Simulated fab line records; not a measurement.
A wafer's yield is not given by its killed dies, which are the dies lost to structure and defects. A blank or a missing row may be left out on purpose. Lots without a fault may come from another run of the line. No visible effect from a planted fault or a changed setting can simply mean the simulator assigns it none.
Problem report, 8D (eight disciplines) form, completed by code + flow rit-cmos + the parts of the form that need people (team, actions taken, sign-off) are left out

1. WHAT IS WRONG
Across 6 wafers from 2 lots, NWELL_OVL at RIT_NWELL_OVL_MEAS_06 averages -152.2 nm, while fault-free wafers read -0.9 nm with a standard deviation of 1.3. So: -99 or more standard deviations from the usual mean.
First observed at day 3 08:29: wafer L888.2, on overlay-02. At this step, 30 wafers from 10 lots have a number in the record. By rule, "out" or "out of limits" means more than 4 standard deviations away from the usual mean. The other wafers with a number count as sound.

2. WHAT IT IS, AND WHAT IT ISN'T
| question                    | is                     | is not                                                                          |
|-----------------------------|------------------------|---------------------------------------------------------------------------------|
| which readings at this step | NWELL_OVL              | -                                                                               |
| which lots                  | L888, L889             | L881, L882, L883, L884, L885, L894, L897, L899                                  |
| which wafers of those lots  | all that have a number | -                                                                               |
| read on which gauges        | overlay-02             | overlay-01                                                                      |
| when                        | from day 3 08:29       | up to then (15 sound wafers); but 9 sound wafers of L894, L897, L899 came after |

3. SUSPECTS, AND WHAT RULES EACH OUT
Counting: any tool at a process step up to the reading is kept as a suspect provided that every lot that is out went through it and no sound lot did after the first of them.
- the gauge at RIT_NWELL_OVL_MEAS_06: kept. All the wafers that are out were read on overlay-02, and no step on other tools shows them out.
- iline-stepper-02 at RIT_NWELL_EXPOSE_03 (exposes mask M2, target cd 43900 nm): kept. It ran every lot that is out, first L888 (day 3 08:04), and no sound lot after that; its last sound lot up to then is L885 (day 2 18:15).
After counting, iline-stepper-02 at RIT_NWELL_EXPOSE_03 and overlay-02 at RIT_NWELL_OVL_MEAS_06 remain.

4. THE CAUSE (what the simulator had put in)
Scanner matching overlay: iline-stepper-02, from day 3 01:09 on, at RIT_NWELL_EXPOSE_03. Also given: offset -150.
Of the 2 suspects that counting leaves, this tool is one.

5. SEQUENCE OF EFFECTS, ordered by route
Each row: a reading whose mean over the struck wafers that have a number lies more than 3 standard deviations from the usual. Only readings whose record carries a usual standard deviation are examined. hours: median over the lots of the time between each lot's start at the first step of this table that gives one and its start at this step. sigmas: the change, counted in usual standard deviations.
| hours | step                  | reading   | usual   | on struck wafers | change | sigmas      |
|-------|-----------------------|-----------|---------|------------------|--------|-------------|
| 0     | RIT_NWELL_OVL_MEAS_06 | NWELL_OVL | -0.9 nm | -152.2           | -151.3 | -99 or more |
At these later measuring or inspecting steps, every struck wafer for which the step has a row has a number for every such reading, and none has moved that far: RIT_PWELL_OVL_MEAS_06.

6. HOW IT WOULD HAVE BEEN CAUGHT EARLIER
Counted from the fault's start at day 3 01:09, it took 7 hours until the first out-of-limits reading at a measuring or inspecting step in this record, taken at day 3 08:29.
Among the 2 lots that are out, L889 began RIT_NWELL_EXPOSE_03 on iline-stepper-02 after day 3 08:29. Had the tool been put on hold then, it would have been spared.
